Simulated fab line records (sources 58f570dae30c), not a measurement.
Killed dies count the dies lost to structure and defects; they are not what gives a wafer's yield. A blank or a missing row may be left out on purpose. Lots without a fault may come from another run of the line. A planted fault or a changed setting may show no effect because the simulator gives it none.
Lot-split experiment | flow berkeley cmos170 | 23 wafers read from 5 lots, route of 331 steps

THE SPLIT ITSELF
At UCB170_NLDD_COAT_01 (resist thk 900 nm), the setting resist thk nm was moved away from the recipe's 900 nm on 8 of the 23 wafers read, by -5.4% to +4.7%. All remaining wafers had this setting at the recipe value.

The split's own step is where the reading is taken.

THE READING
KrF_of_NLDD_COAT_01.thk nm (the simulator's own value, which no gauge read), in nm, at UCB170_NLDD_COAT_01 (resist thk 900 nm). The file gives no usual value for it. Average 899.5 nm, standard deviation 2.4 nm, over the 15 wafers here run with the recipe.

wafer  | tool, chamber at the split | resist thk nm as run, nm | against the recipe | KrF_of_NLDD_COAT_01.thk nm, nm | against lot-mates on the recipe
L074.1 | litho track-03, 0          | 942.6                    | +4.7%              | 944.4                          | +41.1
L074.2 | litho track-03, 0          | 900                      | recipe             | 904.1                          | -
L074.3 | litho track-03, 0          | 942.6                    | +4.7%              | 945.2                          | +42.0
L074.4 | litho track-03, 0          | 942.6                    | +4.7%              | 946.9                          | +43.6
L074.6 | litho track-03, 0          | 900                      | recipe             | 902.4                          | -
L079.3 | litho track-03, 0          | 900                      | recipe             | 895.9                          | -
L079.4 | litho track-03, 0          | 900                      | recipe             | 897.8                          | -
L079.5 | litho track-03, 0          | 900                      | recipe             | 895.5                          | -
L081.1 | litho track-04, 0          | 900                      | recipe             | 899.2                          | -
L081.2 | litho track-04, 0          | 934.4                    | +3.8%              | 934.4                          | +34.6
L081.3 | litho track-04, 0          | 900                      | recipe             | 899.3                          | -
L081.5 | litho track-04, 0          | 900                      | recipe             | 901                            | -
L081.6 | litho track-04, 0          | 934.4                    | +3.8%              | 933.3                          | +33.5
L082.1 | litho track-01, 0          | 851.4                    | -5.4%              | 851.5                          | -48.0
L082.2 | litho track-01, 0          | 900                      | recipe             | 900.8                          | -
L082.4 | litho track-01, 0          | 851.4                    | -5.4%              | 852.6                          | -46.9
L082.5 | litho track-01, 0          | 900                      | recipe             | 898.2                          | -
L082.6 | litho track-01, 0          | 851.4                    | -5.4%              | 852.1                          | -47.4
L085.1 | litho track-04, 0          | 900                      | recipe             | 901.7                          | -
L085.2 | litho track-04, 0          | 900                      | recipe             | 897.5                          | -
L085.3 | litho track-04, 0          | 900                      | recipe             | 901.3                          | -
L085.5 | litho track-04, 0          | 900                      | recipe             | 899.9                          | -
L085.6 | litho track-04, 0          | 900                      | recipe             | 897.4                          | -

THE FIT
A straight line over all 23 wafers: KrF_of_NLDD_COAT_01.thk nm changes by +9.14 nm for each +1% of resist thk nm; r = +1.00; the points scatter about the line by 2.3 nm.
The same after taking each lot's own level away (the mean of its wafers on the recipe; 23 wafers): +8.85 nm for each +1%; r = +1.00; scatter 1.2 nm.
On that fit, the largest move of resist thk nm shifts the reading by 48 nm.
Measured against the standard deviation above, the lots' own levels, which go from 896.40 to 903.25 nm, span 2.9 times it.
The two slopes are in agreement: the lot-to-lot level therefore moves the slope only a little.
Check: with one of the wafers moved furthest among these (-5.4%) left out of the fit, the line predicts -47.6 nm for it against its lot-mates. Against them it came out at -48 nm.

ADDITIONAL SPLITS CARRIED BY THESE WAFERS
Note: prior to the reading, these wafers also went through further splits. Each is held against what the fit with the lots' levels taken away leaves over:
other split on the same wafers          | wafers away from the commonest value | r with KrF_of_NLDD_COAT_01.thk nm (lot level and that fit taken away)
UCB170_ZERO_COAT_01 spin rpm            | 7                                    | -0.06
UCB170_WELLDRIVE_OXIDATION_01 ox time s | 10                                   | -0.03
UCB170_PFIELD_COAT_01 spin rpm          | 8                                    | +0.09
UCB170_SCREENOX_OXIDATION_01 temp c     | 15                                   | -0.06
UCB170_NVT_IMPLANT_07 energy kev        | 8                                    | -0.07
UCB170_PVT_COAT_01 spin rpm             | 4                                    | -0.14
UCB170_PLDD_EXPOSE_03 dose mj           | 11                                   | +0.02

THE WHOLE CHAIN: every reading that the file lists as answering this split, in the file's order
step                 | what it does      | reading                                                                     | change (the file's fit)              | r (the file's)
UCB170_NLDD_COAT_01  | resist thk 900 nm | KrF_of_NLDD_COAT_01.thk nm (the simulator's own value, which no gauge read) | +8.86 nm for each +1% of the setting | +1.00
UCB170_NLDD_STRIP_10 | strips in O2      | strip time to endpoint s                                                    | withheld for each +1% of the setting | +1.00

FILE'S OWN FIT
KrF_of_NLDD_COAT_01.thk nm changes by +8.86 nm for each +1% of resist thk nm, r = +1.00.
